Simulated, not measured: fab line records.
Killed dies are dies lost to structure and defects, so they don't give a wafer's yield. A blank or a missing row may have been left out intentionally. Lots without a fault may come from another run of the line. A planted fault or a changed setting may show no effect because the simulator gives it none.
The tool behind it: which one? | flow rit_cmos | 14 lots, 42 wafers sampled, at 2 steps of a route of 202

## WHAT THE GAUGES SHOWED, per wafer
RIT_NSD_TW_MEAS_10. Usual: NSD_TW typically reads 3105, with standard deviation 18.
lot  | measured    | on            | NSD_TW         | flag
L151 | day 3 02:12 | film_metro-01 | 3101 3102 3105 |
L152 | day 3 09:07 | film_metro-02 | 3116 3110 3105 |
L153 | day 3 15:03 | film_metro-04 | 3089 3099 3092 |
L154 | day 3 17:25 | film_metro-02 | 3130 3112 3120 |
L155 | day 3 22:02 | film_metro-01 | 3130 3116 3136 |
L161 | day 5 05:41 | film_metro-02 | 30 30 30       | OFF
L162 | day 5 20:53 | film_metro-02 | 30 30 30       | OFF
L166 | day 6 18:44 | film_metro-01 | 3115 3104 3103 |
L167 | day 7 00:35 | film_metro-01 | 3090 3087 3082 |
L169 | day 7 11:36 | film_metro-01 | 3087 3080 3099 |
L170 | day 7 18:04 | film_metro-01 | 3104 3090 3079 |
L171 | day 7 18:07 | film_metro-01 | 3091 3087 3105 |
L174 | day 8 00:06 | film_metro-04 | 3071 3089 3089 |
L173 | day 8 02:00 | film_metro-02 | 3115 3111 3106 |

## TOOL THAT RAN EACH LOT (tool first, then ch and the chambers of the sampled wafers, then the start)
lot  | RIT_NSD_DEVELOP_05
L151 | litho_track-02 ch 0, day 3 01:00
L152 | litho_track-03 ch 0, day 3 08:00
L153 | litho_track-02 ch 0, day 3 14:00
L154 | litho_track-04 ch 0, day 3 16:00
L155 | litho_track-03 ch 0, day 3 21:00
L161 | litho_track-03 ch 0, day 5 05:00
L162 | litho_track-03 ch 0, day 5 20:00
L166 | litho_track-04 ch 0, day 6 17:00
L167 | litho_track-04 ch 0, day 6 23:00
L169 | litho_track-04 ch 0, day 7 10:00
L170 | litho_track-04 ch 0, day 7 17:00
L171 | litho_track-02 ch 0, day 7 17:00
L174 | litho_track-02 ch 0, day 7 23:00
L173 | litho_track-04 ch 0, day 8 01:00
- RIT_NSD_DEVELOP_05: develop time 50 s.

## WHAT THE TOOLS THEMSELVES READ (means of the sampled wafers that have a number; where no wafer has one, the mark that the record gives instead)
The record holds no such reading with a usual standard deviation.

## THE ANSWER, worked out from the rows above alone
Rule: take the mean of a lot's wafers that have a number; if it is more than 3 standard deviations from the usual mean, the lot is off. A lot without any number at a reading at which 4 lots or more have one is off too. Where the step has rows for the other lots, those lots are counted as sound. The gauges are gone through in route order, then the tools' own readings, and for those a lot's mean is taken as printed above. The first step at which some lot is off is used, and at that step the reading that is off furthest; a lot without a number counts as furthest.
Off: at RIT_NSD_TW_MEAS_10 (NSD_TW), L161, L162.
If a tool, at a process step before that reading, ran all the lots that are off and no sound lot after the first of them, it fits. Those tools and the gauges at RIT_NSD_TW_MEAS_10 are tried in the same way. One fits: litho_track-03 at RIT_NSD_DEVELOP_05. Its last sound lot is L155 (day 3 21:00), its first lot that is off L161 (day 5 05:00): a fault that began between those two fits.

## WHAT THE SIMULATOR PUT IN
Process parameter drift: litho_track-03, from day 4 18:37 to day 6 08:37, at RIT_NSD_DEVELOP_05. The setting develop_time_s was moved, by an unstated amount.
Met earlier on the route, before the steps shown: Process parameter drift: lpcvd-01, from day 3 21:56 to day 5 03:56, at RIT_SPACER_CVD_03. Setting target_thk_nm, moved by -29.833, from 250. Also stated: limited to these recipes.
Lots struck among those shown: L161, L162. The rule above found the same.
